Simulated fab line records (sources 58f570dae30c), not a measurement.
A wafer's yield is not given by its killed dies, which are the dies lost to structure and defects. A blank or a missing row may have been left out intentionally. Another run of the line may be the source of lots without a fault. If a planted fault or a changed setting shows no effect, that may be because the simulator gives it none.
Problem report in the 8D (eight disciplines) form, filled by code | flow berkeleyCmos170 | the parts of the form that need people (team, actions taken, sign-off) are left out

## 1. WHAT WENT WRONG
Mean of cdNm at UCB170_NSD_CD_MEAS_06: 1206.5 nm across 6 wafers in 2 lots; on wafers with no fault it is 1199.9 nm (standard deviation 1.1). Relative to the usual mean, that is a shift of +6.0 standard deviations.
The step: target cd 1200 nm.
The first sign was on wafer L280.4 at day 9 01:02, on cdSem-01. The record holds 42 wafers of 14 lots with a number at this step. Rule for "out", or "out of limits": more than 4 standard deviations from the usual mean. The other wafers with a number count as sound.

## 2. WHAT THIS IS AND IS NOT
question                    | is                     | is not
which readings at this step | cdNm                   | -
which lots                  | L280, L281             | L269, L270, L271, L272, L275, L276, L277, L278, L279, L290, L291, L292
which wafers of those lots  | all that have a number | -
read on which gauges        | cdSem-01, cdSem-02     | -
when                        | from day 9 01:02       | up to then (24 sound wafers); but 12 sound wafers of L279, L290, L291, L292 came after

## 3. SUSPECTS, AND WHAT RULES EACH OUT
Counting: a tool at any process step up to the reading remains a suspect when it ran all the lots that are out and ran no sound lot after the first of those.
- ruled out: the gauge at UCB170_NSD_CD_MEAS_06. 2 gauges (cdSem-01, cdSem-02) read the wafers that are out.
- lithoTrack-01 at UCB170_NSD_SOFTBAKE_02 (time 60 s): ruled out as a lasting fault. Sound lots L292 ran on it after its first lot that is out, L280 (day 9 00:23).
Left after counting: nothing in the record.

## 4. THE CAUSE (what the simulator had put in)
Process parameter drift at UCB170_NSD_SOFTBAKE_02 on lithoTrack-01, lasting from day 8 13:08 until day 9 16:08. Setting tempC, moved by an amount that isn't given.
It was ruled out by counting, in error; the rule expects a fault to strike all lots run on its tool from its start on, and this fault did not.

## 5. SEQUENCE OF EFFECTS, ordered by route
One row per reading whose mean, taken over the struck wafers that have a number, lies over 3 standard deviations from the usual. Only readings for which the record gives a usual standard deviation are gone through. hours: the time from each lot's start at the first step in this table that gives one to its start at this step, as a median over the lots. sigmas: the change in usual standard deviations.
hours | step                   | reading           | usual     | on struck wafers | change | sigmas
0     | UCB170_NSD_SOFTBAKE_02 | heaterPowerTotalW | 56.80 W   | 58.18            | +1.38  | +31
0     | UCB170_NSD_SOFTBAKE_02 | plateTempC        | 130.02 C  | 132.62           | +2.59  | +22
1     | UCB170_NSD_CD_MEAS_06  | cdNm              | 1199.9 nm | 1206.5           | +6.6   | +6.0
It contains these process steps:
- UCB170_NSD_SOFTBAKE_02: time 60 s.

## 6. WHAT WOULD HAVE CAUGHT IT SOONER
Counted from the fault's start at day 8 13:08, it took 12 hours until the first out-of-limits reading at a measuring or inspecting step in this record, taken at day 9 01:02.
At UCB170_NSD_SOFTBAKE_02, the tool's own readings (heaterPowerTotalW, plateTempC) were out on each struck wafer the step has a row for, so an alarm limit on them would have fired on the first such wafer.
